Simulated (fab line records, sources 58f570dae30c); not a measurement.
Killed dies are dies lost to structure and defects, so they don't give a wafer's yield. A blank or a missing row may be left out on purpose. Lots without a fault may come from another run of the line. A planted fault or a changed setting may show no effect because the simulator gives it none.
Which tool did it? | flow berkeley_cmos170 | 7 lots, 21 wafers sampled, at 2 steps of a route of 331

WHAT THE GAUGES READ, wafer by wafer
UCB170_M1_CD_MEAS_09: target cd 700 nm.
lot  | measured     | on        | cd_nm (nm)
L661 | day 7 19:29  | cd_sem-01 | 698.9 699.2 700.1
L663 | day 8 01:04  | cd_sem-01 | 698.6 698.9 699.9
L666 | day 8 18:38  | cd_sem-01 | 700.6 700.4 700.7
L667 | day 9 00:49  | cd_sem-01 | 701.5 700.5 700.5
L669 | day 9 13:34  | cd_sem-02 | 700.6 700.3 699.5
L675 | day 11 00:28 | cd_sem-01 | 708.6 707.6 707.0
L680 | day 11 17:25 | cd_sem-02 | 707.8 708.4 709.5

WHICH TOOL RAN EACH LOT (tool, then ch and the chambers of the sampled wafers, then the start)
lot  | UCB170_M1_COAT_04
L661 | litho_track-01 ch 0, day 7 18:00
L663 | litho_track-02 ch 0, day 8 00:00
L666 | litho_track-02 ch 0, day 8 17:00
L667 | litho_track-02 ch 0, day 8 23:00
L669 | litho_track-02 ch 0, day 9 12:00
L675 | litho_track-03 ch 0, day 10 23:00
L680 | litho_track-03 ch 0, day 11 16:00
- UCB170_M1_COAT_04: resist thk 911.6 nm.

THE ANSWER, worked out from the rows above alone
Rule: what is usual is taken from the lots themselves. Put in order of their means at a reading, lots are off if they are a third of the lots or fewer, leave a main group of 4 or more, and stand apart from it by a gap of 3 or more times the standard deviation of the main group's means; of several such gaps the widest counts. A main group whose means are all the same, to the digits that the tables above print for the reading, isn't used. A lot without any number at a reading at which 4 lots or more have one is off too. The other lots that the step has rows for count as sound.
Off: L675, L680, at UCB170_M1_CD_MEAS_09 (cd_nm). The main group: mean 700.0 nm, standard deviation 0.65.
A tool fits if, at a process step before that reading, it ran every lot that is off, and no sound lot after the first of them. The gauges at UCB170_M1_CD_MEAS_09 are tried like those tools. One fits: litho_track-03 at UCB170_M1_COAT_04. It ran no sound lot before its first lot that is off in this sample, so the start can't be narrowed down.

WHAT THE SIMULATOR HAD PUT IN
Process parameter drift: litho_track-03, from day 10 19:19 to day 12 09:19, at UCB170_M1_COAT_04. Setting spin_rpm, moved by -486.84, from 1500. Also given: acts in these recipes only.
Lots struck among those shown: L675, L680. The rule above found the same.
